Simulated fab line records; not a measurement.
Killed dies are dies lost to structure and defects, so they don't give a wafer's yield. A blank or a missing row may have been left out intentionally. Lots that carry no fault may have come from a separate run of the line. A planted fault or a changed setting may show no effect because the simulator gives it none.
A struck lot beside a sound one	flow berkeley_cmos170	14 out of 331 route steps
Sound: these wafers, L100.1, L100.2, L100.6. Wafers L992.1, L992.3, L992.6 were the ones struck. The cause comes at the end.
For every step that has rows: the tool of each side, followed by ch and its chambers, followed by its first start. Under that, the readings that differ: sound wafers	struck wafers	difference of the means	sigmas: that difference in standard deviations of wafers without a fault.
alike: same words and numbers on both sides, and readings whose means sit less than 2 such deviations apart. not compared: any withheld reading, any reading some wafer has no value for, any bound like >300 that may hide the same value, and any number with overlapping values for which the record gives no deviation.
A row with sigmas, a row that says differs or no value, or rows on one side alone: a step with any of these is where the two part. Non-overlapping numbers with no deviation appear without sigmas and do not part them. A reading missing from all wafers of one side parts the sides only when that side holds two or more wafers.

first, 1 step without rows for these wafers: UCB170_FIELD_WET_ETCH_06 (etches SiO2 in BOE, time 22 s).
UCB170_FIELD_THK_MEAS_90:
  sound: film_metro-02 at day 9 22:57; struck: film_metro-04 at day 8 03:57
  alike: FIELD_OXIDE_LEFT_1_THK
then, 2 steps without rows for these wafers: UCB170_SACOX_CLEAN_00 (cleans in dHF, time 7.5 s); UCB170_SACOX_OXIDATION_01 (target thk 14.4 nm, ox time 2400 s).
UCB170_SACOX_THK_MEAS_02:
  sound: film_metro-03 at day 10 06:11; struck: film_metro-03 at day 8 11:16
reading	sound	struck	difference	sigmas
SACOX_OXIDE_THK (nm)	14.80 14.50 14.81	13.99 13.89 13.94	-0.76	-3
then, 2 steps without rows for these wafers: UCB170_SCREENOX_WET_ETCH_00 (etches SiO2 in dHF, time 200 s); UCB170_SCREENOX_OXIDATION_01 (target thk 14.4 nm, ox time 2400 s).
UCB170_SCREENOX_THK_MEAS_02:
  sound: film_metro-01 at day 10 13:19; struck: film_metro-04 at day 8 18:38
  alike: SCREENOX_OXIDE_THK
then, 4 steps without rows for these wafers: UCB170_SCREENOX_ANNEAL_03 (time 900 s); UCB170_NVT_HMDS_00 (prime time 60 s); UCB170_NVT_COAT_01 (resist thk 900 nm); UCB170_NVT_SOFTBAKE_02 (time 60 s).
UCB170_NVT_EXPOSE_03: exposes mask PWELL, target cd 3000 nm.
  sound on krf_scanner-02 ch 0, day 10 20:46; struck on krf_scanner-02, day 9 03:29
  no value came back on the struck wafers for exposure_dose_mJ_cm2, focus_offset_nm (nm); on the sound wafers exposure_dose_mJ_cm2 reads 30.06 30.02 30.04
  alike: mask
then, 1 step without rows for these wafers: UCB170_NVT_PEB_04.

WHERE THEY PART
At UCB170_SACOX_THK_MEAS_02 first; at UCB170_NVT_EXPOSE_03 last (within this record only).

WHY: what the simulator had put in
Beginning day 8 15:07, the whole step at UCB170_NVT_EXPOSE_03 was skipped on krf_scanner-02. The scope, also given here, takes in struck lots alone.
